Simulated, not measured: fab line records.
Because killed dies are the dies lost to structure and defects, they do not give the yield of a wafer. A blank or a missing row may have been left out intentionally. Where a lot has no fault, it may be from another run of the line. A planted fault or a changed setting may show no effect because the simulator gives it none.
Chamber matching | flow ritCmos | rieDiel-01 running RIT_CONTACT_ETCH_11: 4 sister chambers
The step etches SiO2 in CHF3/CF4/Ar, stops on TiSi2, target depth 480 nm, time 320 s. 4 wafers are shown with their chamber, then 8 later ones without.

## WAFERS PAIRED WITH THEIR CHAMBERS
wafer  | chamber | drypumpMotorCurrentA (A)
L710.3 | 0       | 5.8
L710.4 | 1       | 5.1
L710.6 | 3       | 6.1
L716.4 | 2       | 4.8

## WAFERS MISSING THEIR CHAMBER
wafer  | drypumpMotorCurrentA (A)
L716.5 | 6.0
L716.6 | 4.7
L719.1 | 4.8
L719.3 | 5.8
L719.6 | 6.0
L721.2 | 5.1
L721.4 | 6.1
L721.5 | 5.8

## THE CHAMBER EACH PASSED THROUGH
wafer  | from the rows above     | in truth
L716.5 | can't be placed: 3 or 0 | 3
L716.6 | 2                       | 2
L719.1 | 2                       | 2
L719.3 | 0                       | 0
L719.6 | can't be placed: 3 or 0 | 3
L721.2 | 1                       | 1
L721.4 | 3                       | 3
L721.5 | 0                       | 0
Correct placement for 6 of the 8. These rows do not allow placing 2 (true chamber among the candidates in 2). 0 placed wrongly.
How it was worked out, from the rows above alone: a wafer's distance from a chamber is the root of the sum, over the readings, of the square of ((its reading less the chamber's mean) divided by the reading's scatter). The wafer belongs to the nearest chamber; if the next one is less than 2 further off, it can't be placed. A chamber's mean is the mean of its shown wafers. The scatter: root of mean squared gap, hidden wafer to nearest shown wafer, with one shown wafer a chamber.
